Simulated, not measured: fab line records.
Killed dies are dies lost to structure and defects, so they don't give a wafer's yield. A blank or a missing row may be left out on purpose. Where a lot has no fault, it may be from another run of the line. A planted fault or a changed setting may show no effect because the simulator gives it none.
Split-lot study + flow berkeleyCmos170 + 5 lots, 23 wafers read, on a route of 331 steps

== SPLIT DETAILS ==
At UCB170_SCREENOX_OXIDATION_01 (target thk 14.4 nm, ox time 2400 s), the setting oxTimeS was moved away from the recipe's 2400 s on 20 of the 23 wafers read, by -14.4% to -6.2%. This setting was run at the recipe's value on the other wafers.

The split's own step is where the reading is taken.

== THE READING ==
SiO2_of_SCREENOX_OXIDATION_01.thkNm (the simulator's own value, which no gauge read), in nm, at UCB170_SCREENOX_OXIDATION_01 (target thk 14.4 nm, ox time 2400 s). There is no usual value for it anywhere in the file. Across the 3 wafers here that went through the recipe, the average is 14.06 nm and the standard deviation 0.1 nm.

| wafer  | tool, chamber at the split | oxTimeS as run, s | against the recipe | SiO2_of_SCREENOX_OXIDATION_01.thkNm, nm | against lot-mates on the recipe |
|--------|----------------------------|-------------------|--------------------|-----------------------------------------|---------------------------------|
| L075.1 | -, -                       | 2237              | -6.8%              | 13.21                                   | no lot-mate on the recipe       |
| L075.2 | -, -                       | 2237              | -6.8%              | 13.25                                   | no lot-mate on the recipe       |
| L075.3 | -, -                       | 2237              | -6.8%              | 13.42                                   | no lot-mate on the recipe       |
| L075.5 | -, -                       | 2237              | -6.8%              | 13.43                                   | no lot-mate on the recipe       |
| L075.6 | -, -                       | 2237              | -6.8%              | 13.57                                   | no lot-mate on the recipe       |
| L076.1 | furnace-04, 0              | 2400              | recipe             | 13.94                                   | -                               |
| L076.3 | furnace-04, 0              | 2400              | recipe             | 14.06                                   | -                               |
| L076.6 | furnace-04, 0              | 2400              | recipe             | 14.19                                   | -                               |
| L077.1 | -, -                       | 2252              | -6.2%              | 13.8                                    | no lot-mate on the recipe       |
| L077.2 | -, -                       | 2252              | -6.2%              | 13.77                                   | no lot-mate on the recipe       |
| L077.3 | -, -                       | 2252              | -6.2%              | 13.93                                   | no lot-mate on the recipe       |
| L077.4 | -, -                       | 2252              | -6.2%              | 13.75                                   | no lot-mate on the recipe       |
| L077.6 | -, -                       | 2252              | -6.2%              | 13.89                                   | no lot-mate on the recipe       |
| L080.1 | -, -                       | 2177              | -9.3%              | 13.59                                   | no lot-mate on the recipe       |
| L080.2 | -, -                       | 2177              | -9.3%              | 13.61                                   | no lot-mate on the recipe       |
| L080.3 | -, -                       | 2177              | -9.3%              | 13.54                                   | no lot-mate on the recipe       |
| L080.4 | -, -                       | 2177              | -9.3%              | 13.72                                   | no lot-mate on the recipe       |
| L080.5 | -, -                       | 2177              | -9.3%              | 13.47                                   | no lot-mate on the recipe       |
| L084.2 | -, -                       | 2054              | -14.4%             | 12.87                                   | no lot-mate on the recipe       |
| L084.3 | -, -                       | 2054              | -14.4%             | 13.06                                   | no lot-mate on the recipe       |
| L084.4 | -, -                       | 2054              | -14.4%             | 12.85                                   | no lot-mate on the recipe       |
| L084.5 | -, -                       | 2054              | -14.4%             | 13.1                                    | no lot-mate on the recipe       |
| L084.6 | -, -                       | 2054              | -14.4%             | 13.01                                   | no lot-mate on the recipe       |

THE FIT
A straight line over all 23 wafers: SiO2_of_SCREENOX_OXIDATION_01.thkNm changes by +0.0743 nm for each +1% of oxTimeS; r = +0.86; the points scatter about the line by 0.2 nm.
Too few moved wafers have a lot-mate on the recipe to fit a line with each lot's own level taken away.

== THE FILE'S OWN FIT ==
SiO2_of_SCREENOX_OXIDATION_01.thkNm changes by +0.0744 nm for each +1% of oxTimeS, r = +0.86.
